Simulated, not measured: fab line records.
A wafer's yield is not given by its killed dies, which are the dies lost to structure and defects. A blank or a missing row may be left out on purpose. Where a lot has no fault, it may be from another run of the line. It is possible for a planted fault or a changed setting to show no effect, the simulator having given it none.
fab line records -- flow rit-cmos
[record] lots = 7, wafers = 21, last-day = 7
route steps=202 shown NLDD@105 PLDD@114 M1@202
lots untouched by any fault: they come from a run of this same line in which no faults occurred
start-h: start of the lot's first displayed wafer, in hours after the record's first day -- wait-h: hours elapsed since this lot's preceding step -- " as in the row above -- L1.1+2: a row that stands for several wafers -- - no value present, or no start provided -- * or withheld: withheld -- < > ~ a bound
route shown NAME@n: a module of which the file shows steps, and the number in the route of the first -- usual: the fault-free wafers' mean and standard deviation -- same: alike in all rows -- chamber/n: place in a boat -- sites: readings site by site -- _std_site: standard deviation of those values -- _edge_site: inner sites' mean taken away from outer sites' mean -- radius-mm: for every site, how far away it sits from the centre of the wafer -- mask NAME#n: copy n -- behind: the tool/chamber that last shaped the wafer -- hold: what put the lot on hold/how long, in hours/how the hold closed -- device: whichever transistor did not switch (one of n, p or np) -- end of line: at the end of the route, the tests of the same wafers -- a step without rows: its recipe alone -- killed: the dies lost at the first sort to structure and to defects; this is not the yield of the wafer -- map: per-die view of a wafer (x killed, . not killed, _ where there is no die)
set.NAME: the setting as run; set.NAME@STEP: as run at that earlier step -- model.NAME: the simulator's own value behind a step, which no gauge read
lots at selected steps of the route; one table per step, one row per wafer
services: when a tool's chamber went out of use (start-h, in hours from the record's first day, below 0 if earlier), for how many hours, and the reason
[[steps]]
[step RIT_NLDD_SOFTBAKE_02]
[recipe] resist = NOVOLAK, temp-c = 90, time-s = 60
[step RIT_NLDD_EXPOSE_03]
[recipe] mask-id = M7, na = 0.57, target-cd-nm = 40700, dose-mj = 250
[step RIT_NLDD_PEB_04]
[recipe] resist = NOVOLAK, temp-c = withheld, time-s = withheld
[step RIT_NLDD_DEVELOP_05]
[recipe] resist = NOVOLAK, develop-time-s = 50, dev-temp-c = 23
[step RIT_NLDD_OVL_MEAS_06]
[usual] NLDD_OVL = 0.4/1.6
lot.wafer,tool,chamber,start-h,wait-h,NLDD_OVL[nm]
L613.2,overlay-02,-,62.56,-,0.5
L613.3,overlay-02,-,62.56,-,2.7
L613.5,overlay-02,-,62.56,-,0.3
L614.2,overlay-02,-,71.14,-,-0.4
L614.3,overlay-02,-,71.14,-,0.2
L614.5,overlay-02,-,71.14,-,0.6
L618.3,overlay-02,-,87.87,-,0.2
L618.4,overlay-02,-,87.87,-,0.6
L618.5,overlay-02,-,87.87,-,-1.8
L619.1,overlay-02,-,96.48,-,-2.5
L619.3,overlay-02,-,96.48,-,-1.6
L619.5,overlay-02,-,96.48,-,-2.3
L620.2,overlay-01,-,102.19,-,3.2
L620.3,overlay-01,-,102.19,-,1.9
L620.5,overlay-01,-,102.19,-,4.1
L629.4,overlay-02,-,146.84,-,-1.3
L629.5,overlay-02,-,146.84,-,-0.5
L629.6,overlay-02,-,146.84,-,-0.4
L632.3,overlay-01,-,161.20,-,-1.1
L632.5,overlay-01,-,161.20,-,-1.2
L632.6,overlay-01,-,161.20,-,-0.4
[step RIT_NLDD_HARDBAKE_07]
[recipe] resist = NOVOLAK, temp-c = 140, time-s = 60
[step RIT_NLDD_IMPLANT_08]
[recipe] species = P, energy-kev = 20, dose-cm2 = 5e+14, tilt-deg = 7
[step RIT_NLDD_STRIP_09]
[recipe] chemistry = O2, time-s = 180, resist = NOVOLAK, platen-temp-c = withheld, power-w = 500, pressure-mtorr = 4000, o2-flow-sccm = 4000
[usual] drypump-motor-current-A = 5.8/0.51
lot.wafer,tool,chamber,start-h,wait-h,drypump-motor-current-A,rf-hours-counter-h
L613.2,plasma-asher-02,1,62.89,0.1,5.7,41
L613.3,plasma-asher-02,1,62.89,0.1,5.7,-
L613.5,plasma-asher-02,0,62.89,0.1,6.6,-
L614.2,plasma-asher-01,0,71.47,0.1,5.8,27
L614.3,plasma-asher-01,1,71.47,0.1,6.3,-
L614.5,plasma-asher-01,1,71.47,0.1,6.3,-
L618.3,plasma-asher-04,1,88.25,0.1,5.1,-
L618.4,plasma-asher-04,0,88.25,0.1,5.4,-
L618.5,plasma-asher-04,0,88.25,0.1,5.4,-
L619.1,plasma-asher-02,1,96.82,0.1,5.7,45
L619.3,plasma-asher-02,0,96.82,0.1,6.6,-
L619.5,plasma-asher-02,1,96.82,0.1,5.7,-
L620.2,plasma-asher-04,1,102.52,0.1,5.0,46
L620.3,plasma-asher-04,1,102.52,0.1,5.0,-
L620.5,plasma-asher-04,0,102.52,0.1,5.4,-
L629.4,plasma-asher-02,0,147.22,0.1,6.6,-
L629.5,plasma-asher-02,1,147.22,0.1,5.7,-
L629.6,plasma-asher-02,0,147.22,0.1,6.6,-
L632.3,plasma-asher-04,0,161.58,0.1,5.4,-
L632.5,plasma-asher-04,0,161.58,0.1,5.4,-
L632.6,plasma-asher-04,1,161.58,0.1,5.0,-
[step RIT_NLDD_TW_MEAS_10]
[usual] NLDD_TW = 2480/14
lot.wafer,tool,chamber,start-h,wait-h,NLDD_TW
L613.2,film-metro-03,-,63.08,0.1,2494
L613.3,film-metro-03,-,63.08,0.1,2475
L613.5,film-metro-03,-,63.08,0.1,2482
L614.2,film-metro-02,-,71.66,0.1,2469
L614.3,film-metro-02,-,71.66,0.1,2477
L614.5,film-metro-02,-,71.66,0.1,2464
L618.3,film-metro-03,-,88.39,0.1,2489
L618.4,film-metro-03,-,88.39,0.1,2501
L618.5,film-metro-03,-,88.39,0.1,2485
L619.1,film-metro-03,-,96.99,0.1,2487
L619.3,film-metro-03,-,96.99,0.1,2485
L619.5,film-metro-03,-,96.99,0.1,2493
L620.2,film-metro-04,-,102.70,0.1,2467
L620.3,film-metro-04,-,102.70,0.1,2458
L620.5,film-metro-04,-,102.70,0.1,2481
L629.4,film-metro-04,-,147.36,0.1,2465
L629.5,film-metro-04,-,147.36,0.1,2470
L629.6,film-metro-04,-,147.36,0.1,2472
L632.3,film-metro-04,-,161.72,0.1,2466
L632.5,film-metro-04,-,161.72,0.1,2464
L632.6,film-metro-04,-,161.72,0.1,2457
[step RIT_PLDD_HMDS_00]
[recipe] prime-time-s = 60, prime-temp-c = 140
[step RIT_PLDD_COAT_01]
[recipe] resist = NOVOLAK, spin-rpm = 3250, resist-thk-nm = 1000
[step RIT_PLDD_SOFTBAKE_02]
[recipe] resist = NOVOLAK, temp-c = 90, time-s = 60
[step RIT_PLDD_EXPOSE_03]
[recipe] mask-id = M8, na = 0.57, target-cd-nm = 40900, dose-mj = 250
lot.wafer,tool,chamber,start-h,wait-h,mask,model.PLDD.overlay-x-nm
L613.2+3+5,iline-stepper-01,0,63.60,0.1,M8#0,0.02762
L614.2+3+5,iline-stepper-02,0,72.41,0.4,M8#0,-0.6341
L618.3+4+5,iline-stepper-02,0,88.92,0.1,M8#0,239.8
L619.1+3+5,iline-stepper-02,0,97.50,0.1,M8#0,240.7
L620.2+3+5,iline-stepper-02,0,103.22,0.1,M8#0,240
L629.4+5+6,iline-stepper-01,0,148.03,0.2,M8#0,0.7288
L632.3+5+6,iline-stepper-01,0,162.37,0.2,M8#0,-1.2
[step RIT_PLDD_PEB_04]
[recipe] resist = NOVOLAK, temp-c = withheld, time-s = withheld
[step RIT_PLDD_DEVELOP_05]
[recipe] resist = NOVOLAK, develop-time-s = 50, dev-temp-c = 23
[step RIT_PLDD_OVL_MEAS_06]
[usual] PLDD_OVL = 0.5/1.3
lot.wafer,tool,chamber,start-h,wait-h,PLDD_OVL[nm]
L613.2,overlay-02,-,63.99,-,0.2
L613.3,overlay-02,-,63.99,-,0.4
L613.5,overlay-02,-,63.99,-,0.9
L614.2,overlay-01,-,72.80,-,-1.5
L614.3,overlay-01,-,72.80,-,-1.8
L614.5,overlay-01,-,72.80,-,0.2
L618.3,overlay-01,-,89.29,-,241.3
L618.4,overlay-01,-,89.29,-,238.6
L618.5,overlay-01,-,89.29,-,240.5
L619.1,overlay-01,-,97.90,-,239.7
L619.3,overlay-01,-,97.90,-,242.0
L619.5,overlay-01,-,97.90,-,241.4
L620.2,overlay-02,-,103.61,-,240.1
L620.3,overlay-02,-,103.61,-,239.0
L620.5,overlay-02,-,103.61,-,239.9
L629.4,overlay-02,-,148.39,-,0.4
L629.5,overlay-02,-,148.39,-,1.0
L629.6,overlay-02,-,148.39,-,0.7
L632.3,overlay-01,-,162.82,-,-0.3
L632.5,overlay-01,-,162.82,-,0.4
L632.6,overlay-01,-,162.82,-,-0.8
[step RIT_PLDD_HARDBAKE_07]
[recipe] resist = NOVOLAK, temp-c = 140, time-s = 60
[step RIT_M1_PROBE_99]
[usual] killed-at-front-end = 7.1/3, killed-dies = 7.2/3, killed-open = 3.7/2, killed-short = 3.5/2
[same] gross-dies = 264, killed_at_M0_to_M3 = 0, killed_at_M4_up = 0, killed-at-back-side = 0, killed-at-contacts = 0, killed-at-other = 0
lot.wafer,tool,chamber,start-h,wait-h,killed-at-front-end,killed-dies,killed-open,killed-short,model.etest.pldd.width-nm
L613.2,prober-01,-,78.63,0.1,8,8,3,5,3193
L613.3,prober-01,-,78.68,0.2,8,8,5,3,3173
L613.5,prober-01,-,78.78,0.2,7,7,1,6,3196
L614.2,prober-02,-,87.48,0.1,5,5,4,1,3155
L614.3,prober-02,-,87.53,0.2,8,8,3,5,3181
L614.5,prober-02,-,87.63,0.2,3,3,2,1,3170
L618.3,prober-02,-,106.80,0.2,11,11,6,5,3022
L618.4,prober-02,-,106.85,0.2,6,6,2,4,3004
L618.5,prober-02,-,106.90,0.2,7,7,4,3,3028
L619.1,prober-01,-,113.86,0.1,11,11,9,2,3023
L619.3,prober-01,-,113.96,0.2,5,5,2,2,3030
L619.5,prober-01,-,114.06,0.2,5,5,3,2,3028
L620.2,prober-02,-,118.72,0.1,6,6,1,5,3021
L620.3,prober-02,-,118.77,0.2,4,4,0,4,3025
L620.5,prober-02,-,118.87,0.2,12,12,6,6,3026
L629.4,prober-01,-,163.79,0.2,4,4,2,2,3165
L629.5,prober-01,-,163.84,0.2,5,5,2,3,3175
L629.6,prober-01,-,163.89,0.2,9,9,4,5,3183
L632.3,prober-02,-,177.72,0.2,8,8,5,3,3172
L632.5,prober-02,-,177.82,0.2,9,9,4,5,3176
L632.6,prober-02,-,177.87,0.2,6,6,4,2,3156
// killed by level:class
L613.2 SPACER:geometric-particle:short=3 GATE:geometric-particle:short=2 GATE:geometric-particle:open=1 SPACER:geometric-particle:open=1 SILICIDE:geometric-particle:open=1
L613.3 FOX1:geometric-particle:short=3 GATE:geometric-particle:open=2 FOX1:geometric-particle:open=1 FOX2:geometric-particle:open=1 SILICIDE:geometric-particle:open=1
L613.5 GATE:geometric-particle:short=3 SILICIDE:geometric-particle:short=2 FOX1:geometric-particle:short=1 REOX:geometric-particle:open=1
L614.2 GATE:geometric-particle:open=2 FOX2:geometric-particle:open=1 SPACER:geometric-particle:open=1 SPACER:geometric-particle:short=1
L614.3 GATE:geometric-particle:short=2 FOX1:geometric-particle:open=1 FOX1:geometric-particle:short=1 FOX2:geometric-particle:short=1 GATE:geometric-particle:open=1 REOX:geometric-particle:short=1 SILICIDE:geometric-particle:open=1
L614.5 FOX1:geometric-particle:short=1 GATE:geometric-particle:open=1 SPACER:geometric-particle:open=1
L618.3 SPACER:geometric-particle:short=3 GATE:geometric-particle:open=2 FOX1:geometric-particle:open=1 FOX2:geometric-particle:short=1 REOX:geometric-particle:open=1 REOX:geometric-particle:short=1 SPACER:geometric-particle:open=1 SILICIDE:geometric-particle:open=1
L618.4 GATE:geometric-particle:open=2 GATE:geometric-particle:short=2 FOX1:geometric-particle:short=1 SPACER:geometric-particle:short=1
L618.5 GATE:geometric-particle:open=4 FOX1:geometric-particle:short=1 REOX:geometric-particle:short=1 SPACER:geometric-particle:short=1
L619.1 GATE:geometric-particle:open=3 REOX:geometric-particle:open=3 FOX1:geometric-particle:short=1 FOX1:geometric-particle:open=1 FOX2:geometric-particle:open=1 REOX:geometric-particle:short=1 SILICIDE:geometric-particle:open=1
L619.3 GATE:geometric-particle:short=2 FOX2:geometric-particle:open=1 GATE:geometric-particle:open=1 PLDD:coat-microbubble-printed=1
L619.5 GATE:geometric-particle:open=3 FOX1:geometric-particle:short=1 GATE:geometric-particle:short=1
L620.2 REOX:geometric-particle:short=2 FOX1:geometric-particle:short=1 FOX2:geometric-particle:short=1 REOX:geometric-particle:open=1 SPACER:geometric-particle:short=1
L620.3 SILICIDE:geometric-particle:short=2 GATE:geometric-particle:short=1 SPACER:geometric-particle:short=1
L620.5 GATE:geometric-particle:open=3 GATE:geometric-particle:short=3 FOX1:geometric-particle:open=1 FOX2:geometric-particle:short=1 REOX:geometric-particle:short=1 REOX:geometric-particle:open=1 SPACER:geometric-particle:open=1 SPACER:geometric-particle:short=1
L629.4 FOX2:geometric-particle:short=2 FOX1:geometric-particle:open=1 SPACER:geometric-particle:open=1
L629.5 ACTIVE:geometric-particle:short=1 FOX1:geometric-particle:open=1 FOX1:geometric-particle:short=1 SPACER:geometric-particle:open=1 SILICIDE:geometric-particle:short=1
L629.6 SPACER:geometric-particle:short=3 FOX1:geometric-particle:open=1 FOX2:geometric-particle:open=1 REOX:geometric-particle:short=1 REOX:geometric-particle:open=1 SPACER:geometric-particle:open=1 SILICIDE:geometric-particle:short=1
L632.3 FOX2:geometric-particle:open=3 GATE:geometric-particle:open=2 FOX2:geometric-particle:short=1 GATE:geometric-particle:short=1 SPACER:geometric-particle:short=1
L632.5 SPACER:geometric-particle:short=3 FOX2:geometric-particle:short=2 FOX1:geometric-particle:open=1 GATE:geometric-particle:open=1 SPACER:geometric-particle:open=1 SILICIDE:geometric-particle:open=1
L632.6 FOX1:geometric-particle:open=1 FOX1:geometric-particle:short=1 FOX2:geometric-particle:short=1 GATE:geometric-particle:open=1 REOX:geometric-particle:open=1 SILICIDE:geometric-particle:open=1
[[services]]
tool,chamber,start-h,hours,kind
iline-stepper-01,-,42.90,2.1,pm
iline-stepper-01,-,44.98,-,consumable-replace:lamp
iline-stepper-02,-,68.03,1.7,pm
iline-stepper-01,-,93.41,1.7,pm
plasma-asher-04,-,108.75,9.0,pm
plasma-asher-04,0,108.75,9.0,vent-cycle
plasma-asher-04,1,108.75,9.0,vent-cycle
plasma-asher-04,0,117.75,-,clean
plasma-asher-04,1,117.75,-,clean
plasma-asher-04,-,135.51,1.5,repair
iline-stepper-01,-,135.73,3.9,repair
[[key]]
[first-sign] step = RIT_PLDD_OVL_MEAS_06, reading = PLDD_OVL, direction = up, sigmas = 99+, usual = 0.5, struck = 240.3
effect none on later readings
[model-effect] step = RIT_PLDD_EXPOSE_03, value = PLDD.overlay-x-nm, without = 0.1825, struck = 240.2
[model-effect] step = RIT_M1_PROBE_99, value = etest.pldd.width-nm, without = 3181, struck = 3023
met-at RIT_PLDD_EXPOSE_03
struck-wafers L618.3,L618.4,L618.5,L619.1,L619.3,L619.5,L620.2,L620.3,L620.5
tester-left-out L618,L619,L620
onset-between 72.41 88.92
[fault] kind = scanner-matching-overlay, tool = iline-stepper-02, chamber = -, onset-h = 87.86, steps = RIT_PLDD_EXPOSE_03, offset = 240
// tester-left-out: of these lots the tester's yield and bins aren't shown, on N5 and GAA mostly nor the transistor test; their killed dies are dies lost to structure and defects alone, not to doping, threshold or leakage, so they don't give the yield
